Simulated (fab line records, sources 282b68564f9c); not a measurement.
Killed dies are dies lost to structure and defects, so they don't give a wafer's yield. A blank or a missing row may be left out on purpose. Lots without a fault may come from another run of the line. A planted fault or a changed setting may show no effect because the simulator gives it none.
Which tool did it? | flow rit_cmos | 7 lots, 21 wafers sampled, at 2 steps of a route of 202

WHAT THE GAUGES READ, wafer by wafer
RIT_SPACER_THK_MEAS_04.
lot  | measured    | on            | SPACER_NITRIDE_THK (nm)
L708 | day 3 03:33 | film_metro-03 | 247.6 248.2 247.1
L710 | day 3 13:01 | film_metro-04 | 247.6 248.6 247.6
L713 | day 4 10:58 | film_metro-02 | 255.3 253.6 255.4
L715 | day 4 15:24 | film_metro-03 | 250.0 249.0 251.1
L717 | day 5 01:49 | film_metro-04 | 253.2 250.7 251.7
L726 | day 6 21:31 | film_metro-04 | 234.2 233.4 234.9
L730 | day 7 17:11 | film_metro-02 | 247.5 245.9 247.1

WHICH TOOL RAN EACH LOT (tool, then ch and the chambers of the sampled wafers, then the start)
lot  | RIT_SPACER_CVD_03
L708 | lpcvd-02 ch 0, day 3 01:38
L710 | lpcvd-01 ch 0, day 3 11:05
L713 | lpcvd-01 ch 0, day 4 09:02
L715 | lpcvd-01 ch 1, day 4 13:27
L717 | lpcvd-01 ch 0, day 4 23:54
L726 | lpcvd-02 ch 0, day 6 19:34
L730 | lpcvd-01 ch 0, day 7 15:16
- RIT_SPACER_CVD_03: deposits Si3N4 from SiH2Cl2/NH3, target thk 250 nm, time 3300 s.

THE ANSWER, worked out from the rows above alone
Rule: what is usual is taken from the lots themselves. Put in order of their means at a reading, lots are off if they are a third of the lots or fewer, leave a main group of 4 or more, and stand apart from it by a gap of 3 or more times the standard deviation of the main group's means; of several such gaps the widest counts. A main group whose means are all the same, to the digits that the tables above print for the reading, isn't used. A lot without any number at a reading at which 4 lots or more have one is off too. The other lots that the step has rows for count as sound.
Off: L726, at RIT_SPACER_THK_MEAS_04 (SPACER_NITRIDE_THK). The main group: mean 249.8 nm, standard deviation 2.8.
A tool fits if, at a process step before that reading, it ran every lot that is off, and no sound lot after the first of them. The gauges at RIT_SPACER_THK_MEAS_04 are tried like those tools. Can't be told from this: 2 tools fit, lpcvd-02 at RIT_SPACER_CVD_03, film_metro-04 at RIT_SPACER_THK_MEAS_04.

WHAT THE SIMULATOR HAD PUT IN
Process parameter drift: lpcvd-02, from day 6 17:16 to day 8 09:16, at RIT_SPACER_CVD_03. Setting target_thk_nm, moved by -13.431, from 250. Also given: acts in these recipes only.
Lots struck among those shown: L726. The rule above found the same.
